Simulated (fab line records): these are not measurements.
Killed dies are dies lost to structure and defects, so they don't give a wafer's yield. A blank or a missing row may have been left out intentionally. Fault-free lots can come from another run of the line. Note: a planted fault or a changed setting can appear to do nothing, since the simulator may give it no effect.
fab line records	flow rit-cmos
record: lots: 5	wafers: 23
route steps=202 shown ACTIVE@4 FOX2@23 NWELL@29 PWELL@44 WELLDRIVE@50 NRETRO@54
start-h: start of the lot's first displayed wafer, in hours after the record's first day	wait-h: time in hours since the lot's previous step	" the same as in the row above	L1.1+2: a single row standing in for several wafers	- no value, or no start was given	* or withheld: withheld	< > ~ a bound
route shown NAME@n: a module of which the file shows steps, and the number in the route of the first	usual: average and standard deviation across the fault-free wafers	same: alike in all rows	chamber/n: place in a boat	sites: each site's reading	_std_site: the standard deviation of these	_edge_site: mean of outer sites minus mean of inner sites	radius-mm: how far each site lies from the wafer's centre	mask NAME#n: copy n	behind: tool/chamber where the wafer was last shaped	hold: why the lot was held/for how many hours/how that ended	device: which transistor (n, p or np) failed to switch	end of line: the tests these same wafers got at the end of their route	a step given without rows: its recipe and nothing more	killed: dies lost to structure and defects at the first sort, not the wafer's yield	map: per-die view of a wafer (x killed, . not killed, _ where there is no die)
set.NAME: setting as actually run; set.NAME@STEP: the setting as run at that earlier step	model.NAME: the simulator's own value behind a step, which no gauge read
lots where settings were altered on purpose, with a table for each step and a row for each wafer
== steps ==
step: RIT_ACTIVE_CVD_03
recipe: material: Si3N4	target-thk-nm: 150	temp-c: 810	precursor: SiH2Cl2/NH3	time-s: 1500	pressure-mtorr: 300	sih2cl2-flow-sccm: 60	nh3-flow-sccm: 150
lot.wafer	tool	chamber	start-h	wait-h	set.time-s	model.Si3N4_of_ACTIVE_CVD_03.thk-nm
L075.1	lpcvd-02	0	17.11	0.1	1500	154.1
L075.3	"	0	"	"	1500	153.9
L075.5	"	0	"	"	1500	154.3
L076.2	-	-	-	0.0	1314	131.4
L076.3+6	"	-	"	"	1314	131.6
L076.4	"	-	"	"	1314	133.4
L076.5	"	-	"	"	1314	132.1
L079.1	-	-	-	0.1	1500	150.5
L079.2	"	-	"	"	1500	150.8
L079.4	"	-	"	"	1500	151.3
L079.5	"	-	"	"	1500	151.5
L079.6	"	-	"	"	1500	150.3
L083.1	-	-	-	0.1	1614	162.3
L083.2+4	"	-	"	"	1614	162
L083.3	"	-	"	"	1614	163
L083.5	"	-	"	"	1614	163.2
L085.1+2	-	-	-	0.1	1500	148.1
L085.4	"	-	"	"	1500	148
L085.5	"	-	"	"	1500	148.9
L085.6	"	-	"	"	1500	146.9
step: RIT_ACTIVE_THK_MEAS_04
recipe: reads: Si3N4_of_ACTIVE_CVD_03
usual: ACTIVE_NITRIDE_THK: 150.3/1.7
lot.wafer	tool	chamber	start-h	wait-h	set.time-s@ACTIVE_CVD_03	ACTIVE_NITRIDE_THK[nm]
L075.1	film-metro-01	-	20.30	0.0	1500	154.0
L075.3	"	-	"	"	1500	153.8
L075.5	"	-	"	"	1500	154.3
L076.2	film-metro-04	-	-	-	1314	131.4
L076.3	"	-	"	"	1314	131.6
L076.4	"	-	"	"	1314	133.4
L076.5	"	-	"	"	1314	132.0
L076.6	"	-	"	"	1314	131.4
L079.1	film-metro-04	-	-	-	1500	150.6
L079.2	"	-	"	"	1500	150.8
L079.4	"	-	"	"	1500	151.3
L079.5	"	-	"	"	1500	151.4
L079.6	"	-	"	"	1500	150.3
L083.1	film-metro-04	-	-	-	1614	162.4
L083.2	"	-	"	"	1614	162.0
L083.3	"	-	"	"	1614	163.1
L083.4	"	-	"	"	1614	162.1
L083.5	"	-	"	"	1614	163.2
L085.1	film-metro-04	-	-	-	1500	148.1
L085.2	"	-	"	"	1500	148.0
L085.4	"	-	"	"	1500	148.0
L085.5	"	-	"	"	1500	148.9
L085.6	"	-	"	"	1500	146.8
step: RIT_ACTIVE_EXPOSE_08
recipe: mask-id: M1	na: 0.6	source-shape: conventional	sigma-outer: 0.6	target-cd-nm: 1400	dose-mj: 225
lot.wafer	tool	chamber	start-h	wait-h	mask	set.dose-mj
L075.1+3+5	iline-stepper-01	0	20.96	0.3	M1#0	225
L076.2+3+4	iline-stepper-02	0	26.55	0.2	M1#0	213.3
L076.5+6	"	0	"	"	M1#0	225
L079.1+2+4+5+6	iline-stepper-02	0	39.04	0.1	M1#0	225
L083.1+4+5	iline-stepper-02	0	59.68	0.2	M1#0	225
L083.2+3	"	0	"	"	M1#0	218.4
L085.1+2+5	iline-stepper-01	0	71.96	0.2	M1#0	225
L085.4+6	"	0	"	"	M1#0	236.8
step: RIT_ACTIVE_PEB_09
recipe: resist: NOVOLAK	temp-c: withheld	time-s: withheld
step: RIT_ACTIVE_DEVELOP_10
recipe: resist: NOVOLAK	develop-time-s: 50	dev-temp-c: 23
step: RIT_ACTIVE_CD_MEAS_11
recipe: target-cd-nm: 1400
usual: cd-nm: 1399.6/2
lot.wafer	tool	chamber	start-h	wait-h	set.dose-mj@ACTIVE_EXPOSE_08	cd-nm
L075.1	cd-sem-01	-	21.36	-	225	1399.8
L075.3	"	-	"	"	225	1399.4
L075.5	"	-	"	"	225	1401.0
L076.2	cd-sem-01	-	26.96	-	213.3	1417.2
L076.3	"	-	"	"	213.3	1417.5
L076.4	"	-	"	"	213.3	1415.4
L076.5	"	-	"	"	225	1400.8
L076.6	"	-	"	"	225	1400.6
L079.1	cd-sem-01	-	39.44	-	225	1394.6
L079.2	"	-	"	"	225	1396.9
L079.4	"	-	"	"	225	1397.4
L079.5	"	-	"	"	225	1397.1
L079.6	"	-	"	"	225	1397.6
L083.1	cd-sem-02	-	60.08	-	225	1401.7
L083.2	"	-	"	"	218.4	1411.5
L083.3	"	-	"	"	218.4	1410.4
L083.4	"	-	"	"	225	1402.2
L083.5	"	-	"	"	225	1401.1
L085.1	cd-sem-02	-	72.36	-	225	1398.1
L085.2	"	-	"	"	225	1398.5
L085.4	"	-	"	"	236.8	1383.0
L085.5	"	-	"	"	225	1397.3
L085.6	"	-	"	"	236.8	1381.5
step: RIT_ACTIVE_ETCH_13
recipe: stop-on: SiO2	chemistry: SF6	target: Si3N4	time-s: 210	over-etch-frac: 0.4	SF6_flow_sccm: 200	pressure-mtorr: 260	rf-w: 125	target-depth-a: 2100
lot.wafer	tool	chamber	start-h	wait-h	set.pressure-mtorr	set.time-s@ACTIVE_CVD_03	set.dose-mj@ACTIVE_EXPOSE_08	model.etch.depth-nm	model.ACTIVE.cd-nm	model.ACTIVE.feature-depth-nm
L075.1	rie-diel-02	0	21.63	0.1	260	1500	225	154.1	1400	154.1
L075.3	"	3	"	"	260	1500	225	153.9	1400	156.3
L075.5	"	2	"	"	260	1500	225	154.3	1401	156.7
L076.2	rie-diel-04	1	27.21	0.1	260	1314	213.3	131.4	1417	131.4
L076.3	"	3	"	"	260	1314	213.3	131.6	1418	131.6
L076.4	"	2	"	"	260	1314	213.3	133.4	1416	133.8
L076.5	"	2	"	"	260	1314	225	132.1	1401	132.5
L076.6	"	1	"	"	260	1314	225	131.6	1401	131.6
L079.1	rie-diel-03	3	39.71	0.1	297.9	1500	225	150.5	1395	152.2
L079.2	"	2	"	"	297.9	1500	225	150.8	1397	152.1
L079.4	"	1	"	"	297.9	1500	225	151.3	1397	154.5
L079.5	"	0	"	"	297.9	1500	225	151.5	1397	154.2
L079.6	"	3	"	"	297.9	1500	225	150.3	1398	152
L083.1	rie-diel-02	0	60.35	0.1	222.2	1614	225	162.3	1402	162.3
L083.2	"	1	"	"	222.2	1614	218.4	162	1411	162.4
L083.3	"	2	"	"	222.2	1614	218.4	163	1410	164.2
L083.4	"	3	"	"	222.2	1614	225	162	1402	163.1
L083.5	"	0	"	"	222.2	1614	225	163.2	1401	163.2
L085.1	rie-diel-03	2	72.63	0.1	248.5	1500	225	148.1	1399	148.1
L085.2	"	1	"	"	248.5	1500	225	148.1	1398	149.5
L085.4	"	3	"	"	248.5	1500	236.8	148	1383	148
L085.5	"	3	"	"	248.5	1500	225	148.9	1397	148.9
L085.6	"	2	"	"	248.5	1500	236.8	146.9	1382	146.9
step: RIT_ACTIVE_STRIP_14
recipe: chemistry: O2	time-s: 180	resist: NOVOLAK	platen-temp-c: withheld	power-w: 500	pressure-mtorr: 4000	o2-flow-sccm: 4000
step: RIT_ACTIVE_CD_MEAS_90
recipe: target-cd-nm: 1400
usual: cd-nm: 1399.5/2
lot.wafer	tool	chamber	start-h	wait-h	set.dose-mj@ACTIVE_EXPOSE_08	cd-nm
L075.1	cd-sem-02	-	21.94	0.1	225	1399.2
L075.3	"	-	"	"	225	1399.8
L075.5	"	-	"	"	225	1400.8
L076.2	cd-sem-02	-	27.53	0.1	213.3	1417.1
L076.3	"	-	"	"	213.3	1417.5
L076.4	"	-	"	"	213.3	1415.4
L076.5	"	-	"	"	225	1400.6
L076.6	"	-	"	"	225	1400.6
L079.1	cd-sem-02	-	40.02	0.1	225	1395.2
L079.2	"	-	"	"	225	1396.6
L079.4	"	-	"	"	225	1396.7
L079.5	"	-	"	"	225	1397.2
L079.6	"	-	"	"	225	1398.0
L083.1	cd-sem-01	-	60.66	0.1	225	1401.7
L083.2	"	-	"	"	218.4	1411.4
L083.3	"	-	"	"	218.4	1409.9
L083.4	"	-	"	"	225	1401.8
L083.5	"	-	"	"	225	1401.5
L085.1	cd-sem-01	-	72.94	0.1	225	1398.6
L085.2	"	-	"	"	225	1398.4
L085.4	"	-	"	"	236.8	1383.3
L085.5	"	-	"	"	225	1397.5
L085.6	"	-	"	"	236.8	1381.0
step: RIT_FOX2_OXIDATION_00
recipe: temp-c: 1100	ambient: H2O	target-thk-a: 3507	p-h2o-torr: 720	ox-time-s: 1130
lot.wafer	tool	chamber	start-h	wait-h	set.temp-c	model.SiO2_of_FOX2_OXIDATION_00.thk-nm
L075.1	furnace-04	0	25.89	0.0	1100	354.1
L075.3	"	0	"	"	1100	356.1
L075.5	"	0	"	"	1100	348.7
L076.2	-	-	-	0.3	1071	307.9
L076.3+5	"	-	"	"	1071	307.3
L076.4	"	-	"	"	1071	310.4
L076.6	"	-	"	"	1071	306.1
L079.1	-	-	-	0.9	1076	316.2
L079.2+4	"	-	"	"	1076	313
L079.5	"	-	"	"	1076	310.9
L079.6	"	-	"	"	1076	311.5
L083.1	-	-	-	3.5	1077	312.5
L083.2	"	-	"	"	1077	312.1
L083.3	"	-	"	"	1077	306.8
L083.4	"	-	"	"	1077	311.4
L083.5	"	-	"	"	1077	311.8
L085.1	-	-	-	2.4	1121	380.5
L085.2	"	-	"	"	1121	378.9
L085.4	"	-	"	"	1121	378.5
L085.5	"	-	"	"	1121	382.4
L085.6	"	-	"	"	1121	375.8
step: RIT_FOX2_THK_MEAS_01
recipe: reads: SiO2_of_FOX2_OXIDATION_00
usual: FOX2_OXIDE_THK: 351/7.8
lot.wafer	tool	chamber	start-h	wait-h	set.temp-c@FOX2_OXIDATION_00	FOX2_OXIDE_THK[nm]
L075.1	film-metro-01	-	27.21	0.0	1100	354
L075.3	"	-	"	"	1100	356
L075.5	"	-	"	"	1100	349
L076.2	film-metro-01	-	-	-	1071	308
L076.3	"	-	"	"	1071	307
L076.4	"	-	"	"	1071	310
L076.5	"	-	"	"	1071	308
L076.6	"	-	"	"	1071	306
L079.1	film-metro-02	-	-	-	1076	316
L079.2	"	-	"	"	1076	313
L079.4	"	-	"	"	1076	313
L079.5	"	-	"	"	1076	311
L079.6	"	-	"	"	1076	312
L083.1	film-metro-02	-	-	-	1077	313
L083.2	"	-	"	"	1077	312
L083.3	"	-	"	"	1077	307
L083.4	"	-	"	"	1077	311
L083.5	"	-	"	"	1077	312
L085.1	film-metro-04	-	-	-	1121	381
L085.2	"	-	"	"	1121	379
L085.4	"	-	"	"	1121	379
L085.5	"	-	"	"	1121	382
L085.6	"	-	"	"	1121	376
step: RIT_FOX2_CLEAN_02
recipe: chemistry: dHF	dilution: 50:1	time-s: 180
step: RIT_FOX2_WET_ETCH_03
recipe: chemistry: H3PO4	target: Si3N4	target-depth-nm: 195	temp-c: 165	time-s: 2700
step: RIT_FOX2_THK_MEAS_90
recipe: reads: SiO2_of_FOX2_OXIDATION_00
usual: FIELD_OXIDE_LEFT_1_THK: 323/7.9
lot.wafer	tool	chamber	start-h	wait-h	set.temp-c@FOX2_OXIDATION_00	FIELD_OXIDE_LEFT_1_THK[nm]
L075.1	film-metro-04	-	28.08	0.0	1100	327
L075.3	"	-	"	"	1100	329
L075.5	"	-	"	"	1100	322
L076.2	film-metro-04	-	31.99	0.0	1071	281
L076.3	"	-	"	"	1071	280
L076.4	"	-	"	"	1071	284
L076.5	"	-	"	"	1071	280
L076.6	"	-	"	"	1071	279
L079.1	film-metro-04	-	45.96	0.0	1076	289
L079.2	"	-	"	"	1076	285
L079.4	"	-	"	"	1076	285
L079.5	"	-	"	"	1076	284
L079.6	"	-	"	"	1076	284
L083.1	film-metro-04	-	72.05	0.0	1077	285
L083.2	"	-	"	"	1077	285
L083.3	"	-	"	"	1077	280
L083.4	"	-	"	"	1077	284
L083.5	"	-	"	"	1077	284
L085.1	film-metro-02	-	80.02	0.0	1121	353
L085.2	"	-	"	"	1121	351
L085.4	"	-	"	"	1121	351
L085.5	"	-	"	"	1121	355
L085.6	"	-	"	"	1121	348
step: RIT_NWELL_COAT_01
recipe: resist: NOVOLAK	spin-rpm: 2000	resist-thk-nm: 1300
lot.wafer	tool	chamber	start-h	wait-h	set.resist-thk-nm	model.NOVOLAK_of_NWELL_COAT_01.thk-nm
L075.1	litho-track-01	0	28.29	0.1	1300	1310
L075.3	"	0	"	"	1300	1303
L075.5	"	0	"	"	1300	1304
L076.2+3	litho-track-01	0	32.22	0.1	1300	1302
L076.4+5	"	0	"	"	1300	1300
L076.6	"	0	"	"	1300	1297
L079.1	litho-track-01	0	46.17	0.1	1369	1375
L079.2	"	0	"	"	1300	1303
L079.4	"	0	"	"	1369	1372
L079.5	"	0	"	"	1369	1369
L079.6	"	0	"	"	1300	1307
L083.1+2	litho-track-04	0	72.26	0.1	1300	1302
L083.3	"	0	"	"	1300	1300
L083.4	"	0	"	"	1300	1298
L083.5	"	0	"	"	1300	1303
L085.1	litho-track-01	0	80.23	0.1	1345	1351
L085.2	"	0	"	"	1300	1301
L085.4	"	0	"	"	1345	1349
L085.5	"	0	"	"	1300	1300
L085.6	"	0	"	"	1300	1298
step: RIT_NWELL_SOFTBAKE_02
recipe: resist: NOVOLAK	temp-c: 90	time-s: 60
step: RIT_NWELL_EXPOSE_03
recipe: mask-id: M2	na: 0.57	target-cd-nm: 43900	dose-mj: 250
step: RIT_NWELL_DEVELOP_05
recipe: resist: NOVOLAK	develop-time-s: 68	dev-temp-c: 23
step: RIT_NWELL_HARDBAKE_07
recipe: resist: NOVOLAK	temp-c: 140	time-s: 120
lot.wafer	tool	chamber	start-h	wait-h	set.resist-thk-nm@NWELL_COAT_01	model.NOVOLAK_of_NWELL_COAT_01.thk-nm
L075.1	litho-track-04	0	29.14	0.0	1300	1145
L075.3	"	0	"	"	1300	1140
L075.5	"	0	"	"	1300	1141
L076.2+3	litho-track-04	0	33.00	0.1	1300	1139
L076.4+5	"	0	"	"	1300	1137
L076.6	"	0	"	"	1300	1134
L079.1	litho-track-02	0	46.93	0.0	1369	1202
L079.2	"	0	"	"	1300	1139
L079.4	"	0	"	"	1369	1199
L079.5	"	0	"	"	1369	1196
L079.6	"	0	"	"	1300	1143
L083.1+2	litho-track-02	0	73.03	0.0	1300	1138
L083.3	"	0	"	"	1300	1137
L083.4	"	0	"	"	1300	1135
L083.5	"	0	"	"	1300	1139
L085.1	litho-track-02	0	80.99	0.0	1345	1181
L085.2	"	0	"	"	1300	1138
L085.4	"	0	"	"	1345	1179
L085.5	"	0	"	"	1300	1136
L085.6	"	0	"	"	1300	1135
step: RIT_NWELL_IMPLANT_08
recipe: species: P	energy-kev: 170	dose-cm2: 5e+13	tilt-deg: 7
lot.wafer	tool	chamber	start-h	wait-h	set.dose-cm2
L075.1+3+5	implanter-01	0	29.39	0.2	5e+13
L076.2+6	implanter-04	0	33.23	0.2	5e+13
L076.3+4+5	"	0	"	"	4.888e+13
L079.1+2+4	implanter-01	0	47.18	0.2	5e+13
L079.5+6	"	0	"	"	4.856e+13
L083.1+2+3+4+5	implanter-02	0	73.28	0.2	5e+13
L085.1+4+5	implanter-02	0	81.24	0.2	5.285e+13
L085.2+6	"	0	"	"	5e+13
step: RIT_PWELL_DEVELOP_05
recipe: resist: NOVOLAK	develop-time-s: 68	dev-temp-c: 23
lot.wafer	tool	chamber	start-h	wait-h	set.dev-temp-c
L075.1+3+5	litho-track-04	0	-	-	23
L076.2+5+6	litho-track-04	0	-	-	20.05
L076.3+4	"	0	"	"	23
L079.1+2+4+5+6	litho-track-01	0	-	-	23
L083.1+2+4	litho-track-04	0	-	-	21.36
L083.3+5	"	0	"	"	23
L085.1+2	litho-track-01	0	-	-	23
L085.4+5+6	"	0	"	"	19.47
step: RIT_PWELL_HARDBAKE_07
recipe: resist: NOVOLAK	temp-c: 140	time-s: 120
step: RIT_WELLDRIVE_ANNEAL_00
recipe: temp-c: 1100	time-s: 14700	ambient: N2
step: RIT_WELLDRIVE_RS_MEAS_01
recipe: thk-meas-gauge: four-point-probe
usual: NWELL_RS: 275.5/0.76
lot.wafer	tool	chamber	start-h	wait-h	set.dose-cm2@NWELL_IMPLANT_08	NWELL_RS[ohm/sq]
L075.1	film-metro-02	-	38.58	0.0	5e+13	276.5
L075.3	"	-	"	"	5e+13	275.7
L075.5	"	-	"	"	5e+13	275.7
L076.2	film-metro-02	-	40.50	0.0	5e+13	276.1
L076.3	"	-	"	"	4.888e+13	279.2
L076.4	"	-	"	"	4.888e+13	278.6
L076.5	"	-	"	"	4.888e+13	279.0
L076.6	"	-	"	"	5e+13	274.5
L079.1	film-metro-02	-	54.20	0.0	5e+13	274.9
L079.2	"	-	"	"	5e+13	275.1
L079.4	"	-	"	"	5e+13	275.4
L079.5	"	-	"	"	4.856e+13	280.7
L079.6	"	-	"	"	4.856e+13	279.0
L083.1	film-metro-01	-	82.14	0.0	5e+13	276.6
L083.2	"	-	"	"	5e+13	274.6
L083.3	"	-	"	"	5e+13	274.9
L083.4	"	-	"	"	5e+13	275.6
L083.5	"	-	"	"	5e+13	275.5
L085.1	film-metro-03	-	90.40	0.0	5.285e+13	266.9
L085.2	"	-	"	"	5e+13	275.1
L085.4	"	-	"	"	5.285e+13	265.6
L085.5	"	-	"	"	5.285e+13	266.1
L085.6	"	-	"	"	5e+13	276.1
step: RIT_NRETRO_COAT_01
recipe: resist: NOVOLAK	spin-rpm: 2000	resist-thk-nm: 1300
lot.wafer	tool	chamber	start-h	wait-h	set.spin-rpm	model.NOVOLAK_of_NRETRO_COAT_01.thk-nm
L075.1	litho-track-04	0	38.97	0.1	2000	1300
L075.3	"	0	"	"	2000	1299
L075.5	"	0	"	"	2000	1297
L076.2	litho-track-03	0	41.02	0.1	2000	1301
L076.3+6	"	0	"	"	2000	1299
L076.4	"	0	"	"	2000	1297
L076.5	"	0	"	"	2000	1300
L079.1	litho-track-02	0	54.59	0.1	1877	1340
L079.2	"	0	"	"	1877	1341
L079.4	"	0	"	"	2000	1299
L079.5	"	0	"	"	2000	1304
L079.6	"	0	"	"	1877	1344
L083.1	litho-track-02	0	82.53	0.1	2057	1285
L083.2	"	0	"	"	2000	1304
L083.3	"	0	"	"	2057	1278
L083.4	"	0	"	"	2057	1283
L083.5	"	0	"	"	2000	1303
L085.1+4	litho-track-03	0	90.79	0.1	2144	1259
L085.2	"	0	"	"	2000	1304
L085.5	"	0	"	"	2000	1305
L085.6	"	0	"	"	2144	1260
step: RIT_NRETRO_SOFTBAKE_02
recipe: resist: NOVOLAK	temp-c: 90	time-s: 60
step: RIT_NRETRO_EXPOSE_03
recipe: mask-id: M4	na: 0.57	target-cd-nm: 43900	dose-mj: 250
step: RIT_NRETRO_DEVELOP_05
recipe: resist: NOVOLAK	develop-time-s: 68	dev-temp-c: 23
step: RIT_NRETRO_HARDBAKE_07
recipe: resist: NOVOLAK	temp-c: 140	time-s: 120
lot.wafer	tool	chamber	start-h	wait-h	set.spin-rpm@NRETRO_COAT_01	model.NOVOLAK_of_NRETRO_COAT_01.thk-nm
L075.1	litho-track-03	0	39.73	0.0	2000	1137
L075.3	"	0	"	"	2000	1136
L075.5	"	0	"	"	2000	1134
L076.2	litho-track-03	0	41.92	0.1	2000	1138
L076.3+6	"	0	"	"	2000	1136
L076.4	"	0	"	"	2000	1134
L076.5	"	0	"	"	2000	1137
L079.1	litho-track-03	0	55.48	0.0	1877	1171
L079.2	"	0	"	"	1877	1173
L079.4	"	0	"	"	2000	1136
L079.5	"	0	"	"	2000	1141
L079.6	"	0	"	"	1877	1175
L083.1	litho-track-02	0	83.29	0.0	2057	1124
L083.2+5	"	0	"	"	2000	1140
L083.3	"	0	"	"	2057	1118
L083.4	"	0	"	"	2057	1122
L085.1	litho-track-02	0	92.06	0.3	2144	1101
L085.2	"	0	"	"	2000	1140
L085.4+6	"	0	"	"	2144	1102
L085.5	"	0	"	"	2000	1141
step: RIT_NRETRO_IMPLANT_08
recipe: species: P	energy-kev: 70	dose-cm2: 1e+13	tilt-deg: 7
lot.wafer	tool	chamber	start-h	wait-h	set.dose-cm2
L075.1+3+5	implanter-01	0	39.98	0.2	1e+13
L076.2+3+4+5+6	implanter-02	0	42.16	0.2	1e+13
L079.1+5	implanter-03	0	55.73	0.2	1e+13
L079.2+4+6	"	0	"	"	1.058e+13
L083.1+3	implanter-01	0	83.54	0.2	1e+13
L083.2+4+5	"	0	"	"	9.667e+12
L085.1+5	implanter-03	0	92.31	0.2	1e+13
L085.2+4+6	"	0	"	"	1.056e+13
step: RIT_NRETRO_STRIP_09
recipe: chemistry: O2	time-s: 180	resist: NOVOLAK	platen-temp-c: withheld	power-w: 500	pressure-mtorr: 4000	o2-flow-sccm: 4000
step: RIT_NRETRO_TW_MEAS_10
usual: NRETRO_TW: 1062/8.3
lot.wafer	tool	chamber	start-h	wait-h	set.dose-cm2@NRETRO_IMPLANT_08	NRETRO_TW
L075.1	film-metro-03	-	40.31	0.1	1e+13	1064
L075.3	"	-	"	"	1e+13	1064
L075.5	"	-	"	"	1e+13	1064
L076.2	film-metro-04	-	42.47	0.1	1e+13	1051
L076.3	"	-	"	"	1e+13	1054
L076.4	"	-	"	"	1e+13	1051
L076.5	"	-	"	"	1e+13	1053
L076.6	"	-	"	"	1e+13	1058
L079.1	film-metro-04	-	56.06	0.1	1e+13	1063
L079.2	"	-	"	"	1.058e+13	1072
L079.4	"	-	"	"	1.058e+13	1078
L079.5	"	-	"	"	1e+13	1060
L079.6	"	-	"	"	1.058e+13	1071
L083.1	film-metro-04	-	83.87	0.1	1e+13	1055
L083.2	"	-	"	"	9.667e+12	1043
L083.3	"	-	"	"	1e+13	1059
L083.4	"	-	"	"	9.667e+12	1050
L083.5	"	-	"	"	9.667e+12	1048
L085.1	film-metro-03	-	92.63	0.1	1e+13	1059
L085.2	"	-	"	"	1.056e+13	1075
L085.4	"	-	"	"	1.056e+13	1078
L085.5	"	-	"	"	1e+13	1057
L085.6	"	-	"	"	1.056e+13	1084
== key ==
split: step: RIT_ACTIVE_CVD_03	setting: time-s	stated: 1500	by: lot
response: step: RIT_ACTIVE_CVD_03	reading: model.Si3N4_of_ACTIVE_CVD_03.thk-nm	change: +1.52	per: 1%	r: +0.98
response: step: RIT_ACTIVE_THK_MEAS_04	reading: ACTIVE_NITRIDE_THK	change: +1.52	per: 1%	r: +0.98
response: step: RIT_ACTIVE_ETCH_13	reading: model.etch.depth-nm	change: +1.52	per: 1%	r: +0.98
response: step: RIT_ACTIVE_ETCH_13	reading: model.ACTIVE.feature-depth-nm	change: +1.55	per: 1%	r: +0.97
split: step: RIT_ACTIVE_EXPOSE_08	setting: dose-mj	stated: 225	by: wafer
response: step: RIT_ACTIVE_CD_MEAS_11	reading: cd-nm	change: -3.06	per: 1%	r: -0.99
response: step: RIT_ACTIVE_ETCH_13	reading: model.ACTIVE.cd-nm	change: -3.03	per: 1%	r: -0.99
response: step: RIT_ACTIVE_CD_MEAS_90	reading: cd-nm	change: -3.07	per: 1%	r: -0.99
split: step: RIT_ACTIVE_ETCH_13	setting: pressure-mtorr	stated: 260	by: lot
response none clear
split: step: RIT_FOX2_OXIDATION_00	setting: temp-c	stated: 1100	by: lot
response: step: RIT_FOX2_OXIDATION_00	reading: model.SiO2_of_FOX2_OXIDATION_00.thk-nm	change: +16.4	per: 1%	r: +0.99
response: step: RIT_FOX2_THK_MEAS_01	reading: FOX2_OXIDE_THK	change: +16.4	per: 1%	r: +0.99
response: step: RIT_FOX2_THK_MEAS_90	reading: FIELD_OXIDE_LEFT_1_THK	change: +16.3	per: 1%	r: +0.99
split: step: RIT_NWELL_COAT_01	setting: resist-thk-nm	stated: 1300	by: wafer
response: step: RIT_NWELL_COAT_01	reading: model.NOVOLAK_of_NWELL_COAT_01.thk-nm	change: +13.2	per: 1%	r: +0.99
response: step: RIT_NWELL_HARDBAKE_07	reading: model.NOVOLAK_of_NWELL_COAT_01.thk-nm	change: +11.3	per: 1%	r: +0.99
split: step: RIT_NWELL_IMPLANT_08	setting: dose-cm2	stated: 5e+13	by: wafer
response: step: RIT_WELLDRIVE_RS_MEAS_01	reading: NWELL_RS	change: -1.64	per: 1%	r: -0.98
split: step: RIT_PWELL_DEVELOP_05	setting: dev-temp-c	stated: 23	by: wafer
response none clear
split: step: RIT_NRETRO_COAT_01	setting: spin-rpm	stated: 2000	by: wafer
response: step: RIT_NRETRO_COAT_01	reading: model.NOVOLAK_of_NRETRO_COAT_01.thk-nm	change: -6.47	per: 1%	r: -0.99
response: step: RIT_NRETRO_HARDBAKE_07	reading: model.NOVOLAK_of_NRETRO_COAT_01.thk-nm	change: -5.57	per: 1%	r: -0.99
split: step: RIT_NRETRO_IMPLANT_08	setting: dose-cm2	stated: 1e+13	by: wafer
response: step: RIT_NRETRO_TW_MEAS_10	reading: NRETRO_TW	change: +2.93	per: 1%	r: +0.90
